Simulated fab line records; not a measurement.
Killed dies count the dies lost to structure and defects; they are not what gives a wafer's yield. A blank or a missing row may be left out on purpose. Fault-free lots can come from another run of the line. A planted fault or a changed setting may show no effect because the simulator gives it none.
A struck lot beside a sound one + flow rit cmos + 29 out of 202 route steps
Sound: these wafers, L362.1, L362.2, L362.5. The struck wafers were L370.3, L370.5, L370.6. The cause comes at the end.
Per side, at each step with rows, come the tool, then ch with its chambers, and then its first start. Under that, the readings that differ: sound wafers + struck wafers + difference of the means + sigmas: that difference in standard deviations of wafers without a fault.
alike: readings with means less than 2 such deviations apart, plus words and numbers identical on both sides. not compared: withheld readings, readings lacking a value on some wafer, bounds such as >300 that could conceal the same value, and numbers that have no deviation in the record and whose values overlap.
A row with sigmas, a row that says differs or no value, or rows on one side alone: a step with any of these is where the two part. Numbers that have no deviation but don't overlap get no sigmas and don't part them. A reading that every wafer of one side lacks parts them only if that side has two wafers or more.

RIT_SDANNEAL_RTA_03: time 5 s.
  sound on rtp anneal-02 ch 0, day 5 21:19; struck on rtp anneal-02 ch 0, day 7 15:02
  alike: ramp up c per s, wafer_temp_C_max
RIT_SDANNEAL_RS_MEAS_04: measurement is done with a four-point probe.
  struck on film metro-02, day 7 15:07; sound on film metro-04, day 5 21:22
  alike: PSD_RS
RIT_SDANNEAL_RS_MEAS_05: measurement is done with a four-point probe.
  struck on film metro-02, day 7 15:14; sound on film metro-04, day 5 21:29
  alike: NSD_RS
RIT_SDANNEAL_RS_MEAS_06: measurement is done with a four-point probe.
  struck on film metro-02, day 7 15:22; sound on film metro-04, day 5 21:36
  alike: PLDD_RS
RIT_SDANNEAL_RS_MEAS_07: measurement is done with a four-point probe.
  struck on film metro-02, day 7 15:29; sound on film metro-04, day 5 21:43
  alike: NLDD_RS
then, 1 step without rows for these wafers: RIT_SILICIDE_WET_ETCH_00 (etches SiO2 in BOE, target depth 14 nm, time 15 s).
RIT_SILICIDE_SPUTTER_01: material Ti, target thk 30 nm, time 240 s.
  struck on pvd sputter-02, day 7 15:35; sound on pvd sputter-02, day 5 21:52
  alike: throttle valve pct
RIT_SILICIDE_RS_MEAS_02: measurement is done with a four-point probe.
  struck on film metro-01, day 7 15:46; sound on film metro-03, day 5 22:01
  alike: SILICIDE_TI_RS
RIT_SILICIDE_THK_MEAS_03: measures by xrf.
  struck on film metro-01, day 7 15:52; sound on film metro-03, day 5 22:08
  alike: SILICIDE_TI_THK
RIT_SILICIDE_RTA_04: time 10 s, ramp up 5 s, ramp down 5 s.
  sound on rtp anneal-01 ch 0, day 5 22:11; struck on rtp anneal-01 ch 0, day 7 15:56
  alike: wafer_temp_C_max
then, 1 step without rows for these wafers: RIT_SILICIDE_WET_ETCH_05 (etches Ti in SPM, time 120 s).
RIT_SILICIDE_RTA_06: time 10 s, ramp up 5 s, ramp down 10 s.
  sound on rtp anneal-02 ch 0, day 5 22:17; struck on rtp anneal-02 ch 0, day 7 16:02
  alike: wafer_temp_C_max
RIT_CONTACT_CVD_00: deposits SiO2 from TEOS, target thk 400 nm, time 58.18 s.
  sound on pecvd-04 ch 0,1, day 5 22:22; struck on pecvd-02 ch 1,2, day 7 16:18
  alike: heater power w
RIT_CONTACT_THK_MEAS_01:
  struck on film metro-04, day 7 16:22; sound on film metro-04, day 5 22:25
| reading               | sound       | struck      | difference | sigmas |
|-----------------------|-------------|-------------|------------|--------|
| CONTACT_TEOS_THK (nm) | 375 376 386 | 763 775 772 | +391       | +75    |
then, 6 steps without rows for these wafers: RIT_CONTACT_HMDS_02 (prime time 60 s); RIT_CONTACT_COAT_03 (resist thk 1000 nm); RIT_CONTACT_SOFTBAKE_04 (time 60 s); RIT_CONTACT_EXPOSE_05 (exposes mask M11, target cd 1000 nm); RIT_CONTACT_PEB_06; RIT_CONTACT_DEVELOP_07 (develop time 120 s).
RIT_CONTACT_CD_MEAS_08: target cd 1000 nm.
  struck on cd sem-01, day 7 17:29; sound on cd sem-02, day 5 23:40
  alike: cd nm
RIT_CONTACT_OVL_MEAS_09:
  struck on overlay-01, day 7 17:35; sound on overlay-02, day 5 23:47
  alike: CONTACT_OVL
then, 1 step without rows for these wafers: RIT_CONTACT_HARDBAKE_10 (time 60 s).
RIT_CONTACT_ETCH_11: etches SiO2 in CHF3/CF4/Ar, stops on TiSi2, target depth 480 nm, time 320 s.
  sound on rie diel-03 ch 0,1, day 6 00:03; struck on rie diel-02 ch 0,1, day 7 17:46
| reading                             | sound           | struck            | difference | sigmas |
|-------------------------------------|-----------------|-------------------|------------|--------|
| model.etch.depth nm (nm)            | 374.8 376.3 386 | 480.9 481.2 486.8 | +103.9     |        |
| model.CONTACT.feature depth nm (nm) | 374.8 376.3 386 | 480.9 481.2 486.8 | +103.9     |        |
  alike: cf4 flow sccm, drypump motor current A, mfc ar sccm, oes product au, throttle valve pct
  not compared: rf hours counter h
RIT_CONTACT_STRIP_12: strips in O2, time 180 s.
  sound on plasma asher-01 ch 0,1, day 6 00:14; struck on plasma asher-04 ch 0,1, day 7 18:01
  alike: drypump motor current A
  not compared: rf hours counter h
RIT_CONTACT_CD_MEAS_90: target cd 1000 nm.
  struck on cd sem-02, day 7 18:10; sound on cd sem-01, day 6 00:25
  alike: cd nm
RIT_CONTACT_CLEAN_13: cleans in SC1, time 600 s.
  sound on wet bench-02 ch 3, day 6 00:32; struck on wet bench-04 ch 2, day 7 18:15
| reading                                  | sound             | struck            | difference | sigmas |
|------------------------------------------|-------------------|-------------------|------------|--------|
| model.SiO2_of_CONTACT_CVD_00.thk nm (nm) | 370.6 372.2 381.9 | 759.5 771.2 768.3 | +391.4     |        |
then, 1 step without rows for these wafers: RIT_CONTACT_CLEAN_14 (cleans in SC2, time 600 s).
RIT_M1_PROBE_99:
  struck on prober-02, day 7 22:53; sound on prober-02, day 6 04:54
| reading            | sound | struck      | difference | sigmas      |
|--------------------|-------|-------------|------------|-------------|
| killed at contacts | 0 0 0 | 257 256 258 | +257       | +99 or more |
| killed dies        | 5 5 9 | 264 264 264 | +258       | +83         |
| killed on rim      | 0 2 2 | 70 70 70    | +69        | +53         |
  alike: killed at front end, killed open, killed short

== WHERE THEY PART ==
First at RIT_CONTACT_THK_MEAS_01; last, within this record, at RIT_M1_PROBE_99.

WHY: what had been put in by the simulator
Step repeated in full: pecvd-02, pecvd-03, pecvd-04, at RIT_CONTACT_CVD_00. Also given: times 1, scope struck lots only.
